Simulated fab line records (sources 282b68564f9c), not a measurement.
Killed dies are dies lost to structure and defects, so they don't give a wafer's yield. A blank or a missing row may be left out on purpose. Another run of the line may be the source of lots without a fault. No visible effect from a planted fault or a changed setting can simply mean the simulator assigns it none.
8D (eight disciplines) problem report, filled in by code || flow rit_cmos || the parts of the form that need people (team, actions taken, sign-off) are left out

1. WHAT IS WRONG
Mean of spin_speed_rpm at RIT_PLDD_COAT_01: 3537.0 rpm across 6 wafers in 2 lots; on wafers with no fault it is 3250.6 rpm (standard deviation 2.1). That is +99 or more standard deviations from the usual mean.
The step: resist thk 1000 nm.
Earliest sighting: wafer L343.1 on litho_track-04 at day 6 02:33. The record holds 18 wafers of 6 lots with a number at this step. The rule behind "out" and "out of limits": a value lying over 4 standard deviations away from the usual mean. The other wafers with a number count as sound.

2. WHAT IT IS; WHAT IT IS NOT
{"question": "which readings at this step", "is": "spin_speed_rpm", "is not": "-"}
{"question": "which lots", "is": "L343, L345", "is not": "L330, L341, L342, L346"}
{"question": "which wafers of those lots", "is": "all that have a number", "is not": "-"}
{"question": "read on which tools", "is": "litho_track-04", "is not": "litho_track-01, litho_track-03"}
{"question": "when", "is": "from day 6 02:33", "is not": "up to then (9 sound wafers); but 3 sound wafers of L346 came after"}

3. THE SUSPECTS, EACH WITH WHAT RULES IT OUT
Counting: any tool at a process step up to the reading is kept as a suspect provided that every lot that is out went through it and no sound lot did after the first of them.
- litho_track-04 at RIT_PLDD_COAT_01 (resist thk 1000 nm): kept. Every lot that is out went through it, starting with L343 (day 6 02:33), and after that it ran no sound lot; the last sound lot it ran before then is L341 (day 5 22:32). Its own spin_speed_rpm readings are out on those wafers.
The count leaves litho_track-04 at RIT_PLDD_COAT_01.

4. THE CAUSE (what the simulator had put in)
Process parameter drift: litho_track-04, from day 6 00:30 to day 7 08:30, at RIT_PLDD_COAT_01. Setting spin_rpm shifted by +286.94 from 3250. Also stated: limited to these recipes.
The count eliminated every tool but this one.

5. THE CHAIN OF EFFECTS, in route order
Rows list readings where the struck wafers' mean (over those with a number) sits beyond 3 standard deviations from the usual. Only readings whose record carries a usual standard deviation are examined. hours: median over the lots of the time between each lot's start at the first step of this table that gives one and its start at this step. sigmas: the change, counted in usual standard deviations.
{"hours": 0, "step": "RIT_PLDD_COAT_01", "reading": "spin_speed_rpm", "usual": "3250.6 rpm", "on struck wafers": 3537.0, "change": "+286.4", "sigmas": "+99 or more"}
It contains these process steps:
- RIT_PLDD_COAT_01: resist thk 1000 nm.
Later measuring or inspecting steps at which every struck wafer that the step has a row for has a number for every such reading, and none has moved that far: RIT_PLDD_OVL_MEAS_06.

6. WHAT WOULD HAVE CAUGHT IT SOONER
The fault began at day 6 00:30; the first out-of-limits reading in this record came at day 6 02:33, 2 hours later.
